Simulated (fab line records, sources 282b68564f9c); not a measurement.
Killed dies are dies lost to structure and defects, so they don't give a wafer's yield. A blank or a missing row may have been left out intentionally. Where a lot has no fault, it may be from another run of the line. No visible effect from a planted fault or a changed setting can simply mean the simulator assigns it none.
The tool behind it: which one? + flow rit_cmos + 14 lots with 42 wafers sampled at 2 steps, on a route of 202 steps

## WHAT THE GAUGES SHOWED, per wafer
The record lacks any reading of a measuring or inspecting step that a usual standard deviation could be used to judge.

## WHICH TOOL RAN EACH LOT (tool, then ch and the chambers of the sampled wafers, then the start)
| lot  | RIT_M1_SOFTBAKE_05               | RIT_M1_PROBE_99        |
|------|----------------------------------|------------------------|
| L633 | litho_track-02 ch 0, day 3 15:04 | -                      |
| L634 | litho_track-04 ch 0, day 3 17:40 | -                      |
| L635 | litho_track-02 ch 0, day 3 21:02 | prober-02, day 4 01:41 |
| L637 | litho_track-02 ch 0, day 4 07:25 | prober-02, day 4 10:50 |
| L638 | litho_track-03 ch 0, day 4 14:16 | prober-01, day 4 17:32 |
| L640 | litho_track-03 ch 0, day 5 02:34 | prober-01, day 5 05:50 |
| L642 | litho_track-02 ch 0, day 5 10:26 | prober-01, day 5 14:29 |
| L643 | litho_track-04 ch 0, day 5 15:39 | prober-02, day 5 19:52 |
| L645 | litho_track-04 ch 0, day 5 23:23 | prober-02, day 6 03:31 |
| L648 | litho_track-04 ch 0, day 6 12:50 | -                      |
| L651 | litho_track-03 ch 0, day 7 03:58 | -                      |
| L653 | litho_track-02 ch 0, day 7 15:28 | -                      |
| L654 | litho_track-02 ch 0, day 7 19:20 | -                      |
| L655 | litho_track-03 ch 0, day 8 00:20 | -                      |
- RIT_M1_SOFTBAKE_05: time 60 s.
- RIT_M1_PROBE_99

## AS READ BY THE TOOLS THEMSELVES (means over the sampled wafers that have a number; for cases with no such wafer, the mark the record gives instead)
RIT_M1_SOFTBAKE_05. Usual: run_length_s reads 89.16 s (standard deviation 0.16).
| lot  | tool           | run_length_s (s) | flag |
|------|----------------|------------------|------|
| L633 | litho_track-02 | 89.12            |      |
| L634 | litho_track-04 | 88.98            |      |
| L635 | litho_track-02 | 89.08            |      |
| L637 | litho_track-02 | 89.08            |      |
| L638 | litho_track-03 | 89.40            |      |
| L640 | litho_track-03 | 89.29            |      |
| L642 | litho_track-02 | 89.07            |      |
| L643 | litho_track-04 | 89.11            |      |
| L645 | litho_track-04 | 100.17           | OFF  |
| L648 | litho_track-04 | 100.08           | OFF  |
| L651 | litho_track-03 | 89.43            |      |
| L653 | litho_track-02 | 89.13            |      |
| L654 | litho_track-02 | 89.04            |      |
| L655 | litho_track-03 | 89.40            |      |

RIT_M1_PROBE_99. Usual: defect_limited_yield 97.4 %, standard deviation 1.1; killed_at_contacts 0.0, standard deviation 0.22; killed_at_front_end 6.9, standard deviation 3; killed_dies 6.9, standard deviation 3; killed_open 3.5, standard deviation 2; killed_short 3.4, standard deviation 2.1; sort_bin_3_pad_short 0.1 %, standard deviation 0.23; sort_bin_5_function 1.5 %, standard deviation 0.85; sort_bin_6_memory 1.0 %, standard deviation 0.59; sort_n_pass 257.1, standard deviation 3; sort_yield_pct 97.4 %, standard deviation 1.1.
| lot  | tool      | defect_limited_yield (%) | killed_at_contacts | killed_at_front_end | killed_dies | killed_open | killed_short | sort_bin_3_pad_short (%) | sort_bin_5_function (%) | sort_bin_6_memory (%) | sort_n_pass | sort_yield_pct (%) | flag |
|------|-----------|--------------------------|--------------------|---------------------|-------------|-------------|--------------|--------------------------|-------------------------|-----------------------|-------------|--------------------|------|
| L635 | prober-02 | 97.3                     | 0.3                | 6.7                 | 7.0         | 5.0         | 2.0          | 0.1                      | 1.5                     | 1.0                   | 257.0       | 97.3               |      |
| L637 | prober-02 | 97.5                     | 0.0                | 6.7                 | 6.7         | 2.7         | 4.0          | 0.1                      | 1.6                     | 0.8                   | 257.3       | 97.5               |      |
| L638 | prober-01 | 98.3                     | 0.0                | 4.3                 | 4.3         | 2.0         | 2.3          | 0.0                      | 1.1                     | 0.5                   | 259.7       | 98.3               |      |
| L640 | prober-01 | 98.2                     | 0.0                | 4.7                 | 4.7         | 2.7         | 2.0          | 0.1                      | 0.8                     | 0.9                   | 259.3       | 98.2               |      |
| L642 | prober-01 | 96.8                     | 0.0                | 8.3                 | 8.3         | 2.0         | 6.3          | 0.3                      | 1.9                     | 1.0                   | 255.7       | 96.8               |      |
| L643 | prober-02 | 97.9                     | 0.0                | 5.7                 | 5.7         | 3.0         | 2.7          | 0.3                      | 0.5                     | 1.4                   | 258.3       | 97.9               |      |
| L645 | prober-02 | 96.5                     | 0.0                | 9.3                 | 9.3         | 4.7         | 4.7          | 0.3                      | 2.0                     | 1.2                   | 254.7       | 96.5               |      |

## THE ANSWER, worked out from the rows above alone
Rule: a lot counts as off when the mean over its wafers that have a number is more than 3 standard deviations away from the usual mean. A lot without any number at a reading at which 4 lots or more have one is off too. Any other lot the step has rows for is counted as sound. Order of review: gauges by route order, followed by the tools' own readings, for which a lot's mean as printed above is used. At the first step where some lot is off, the reading lying furthest off is the one used; lots without a number count as furthest.
Off: L645, L648, at RIT_M1_SOFTBAKE_05 (run_length_s).
If a tool, at that step or one of the process steps before it, ran each lot that is off and ran no sound lot following the first of them, it fits. One candidate fits, namely litho_track-04 at RIT_M1_SOFTBAKE_05. Its last sound lot is L643 (day 5 15:39), its first lot that is off L645 (day 5 23:23): a fault that began between those two fits.
The tool's own readings at RIT_M1_SOFTBAKE_05 bear it out: on the lots that are off they differ by more than 5 times the standard deviation of the sound lots' means. run_length_s reads 100.12 s there against 89.18 s on the sound lots.

## WHAT THE SIMULATOR HAD PUT IN
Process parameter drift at RIT_M1_SOFTBAKE_05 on litho_track-04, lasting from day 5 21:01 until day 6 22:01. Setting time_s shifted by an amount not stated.
Struck lots among those shown: L645, L648. The rule given above showed the same thing.
